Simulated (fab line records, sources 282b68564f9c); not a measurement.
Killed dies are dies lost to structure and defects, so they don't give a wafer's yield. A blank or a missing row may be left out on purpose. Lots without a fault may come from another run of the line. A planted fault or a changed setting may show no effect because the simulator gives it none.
Split-lot experiment | flow rit_cmos | 5 lots, 23 wafers read, on a route of 202 steps

THE SPLIT
At RIT_ACTIVE_CVD_03 (deposits Si3N4 from SiH2Cl2/NH3, target thk 150 nm, time 1500 s), the setting sih2cl2_flow_sccm was moved away from the recipe's 60 sccm on 5 of the 23 wafers read, by +13.7%. The other wafers ran this setting at the recipe's value.

The file shows no step between the split and the reading.

THE READING
ACTIVE_NITRIDE_THK, in nm, at RIT_ACTIVE_THK_MEAS_04. Fault-free wafers of this fab line usually give 150.9 nm, standard deviation 1.3 nm.

wafer  | tool, chamber at the split | sih2cl2_flow_sccm as run, sccm | against the recipe | ACTIVE_NITRIDE_THK, nm | against lot-mates on the recipe
L075.1 | -, -                       | 60                             | recipe             | 150.2                  | -
L075.2 | -, -                       | 60                             | recipe             | 150.0                  | -
L075.4 | -, -                       | 60                             | recipe             | 150.3                  | -
L075.5 | -, -                       | 60                             | recipe             | 152.2                  | -
L075.6 | -, -                       | 60                             | recipe             | 150.5                  | -
L079.2 | -, -                       | 60                             | recipe             | 150.4                  | -
L079.3 | -, -                       | 60                             | recipe             | 149.9                  | -
L079.4 | -, -                       | 60                             | recipe             | 150.7                  | -
L079.5 | -, -                       | 60                             | recipe             | 151.4                  | -
L079.6 | -, -                       | 60                             | recipe             | 150.2                  | -
L080.2 | -, -                       | 60                             | recipe             | 151.9                  | -
L080.3 | -, -                       | 60                             | recipe             | 151.4                  | -
L080.4 | -, -                       | 60                             | recipe             | 151.6                  | -
L080.5 | -, -                       | 60                             | recipe             | 151.1                  | -
L080.6 | -, -                       | 60                             | recipe             | 151.3                  | -
L082.2 | -, -                       | 68.19                          | +13.7%             | 157.3                  | no lot-mate on the recipe
L082.3 | -, -                       | 68.19                          | +13.7%             | 156.9                  | no lot-mate on the recipe
L082.4 | -, -                       | 68.19                          | +13.7%             | 155.9                  | no lot-mate on the recipe
L082.5 | -, -                       | 68.19                          | +13.7%             | 158.2                  | no lot-mate on the recipe
L082.6 | -, -                       | 68.19                          | +13.7%             | 157.5                  | no lot-mate on the recipe
L084.1 | lpcvd-01, 0                | 60                             | recipe             | 150.0                  | -
L084.2 | lpcvd-01, 0                | 60                             | recipe             | 150.9                  | -
L084.6 | lpcvd-01, 0                | 60                             | recipe             | 150.1                  | -

THE FIT
A straight line over all 23 wafers: ACTIVE_NITRIDE_THK changes by +0.467 nm for each +1% of sih2cl2_flow_sccm; r = +0.97; the points scatter about the line by 0.74 nm.
Too few moved wafers have a lot-mate on the recipe to fit a line with each lot's own level taken away.

THE WHOLE CHAIN: every reading that the file lists as answering this split, in the file's order
step                   | what it does                                                    | reading                                                                        | change (the file's fit)               | r (the file's)
RIT_ACTIVE_CVD_03      | deposits Si3N4 from SiH2Cl2/NH3, target thk 150 nm, time 1500 s | Si3N4_of_ACTIVE_CVD_03.thk_nm (the simulator's own value, which no gauge read) | +0.467 nm for each +1% of the setting | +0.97
RIT_ACTIVE_THK_MEAS_04 |                                                                 | ACTIVE_NITRIDE_THK                                                             | +0.468 for each +1% of the setting    | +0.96
RIT_ACTIVE_CLEAN_16    | cleans in dHF, time 31.17 s                                     | Si3N4_of_ACTIVE_CVD_03.thk_nm (the simulator's own value, which no gauge read) | +0.478 nm for each +1% of the setting | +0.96

THE FILE'S OWN FIT
ACTIVE_NITRIDE_THK changes by +0.468 nm for each +1% of sih2cl2_flow_sccm, r = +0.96.
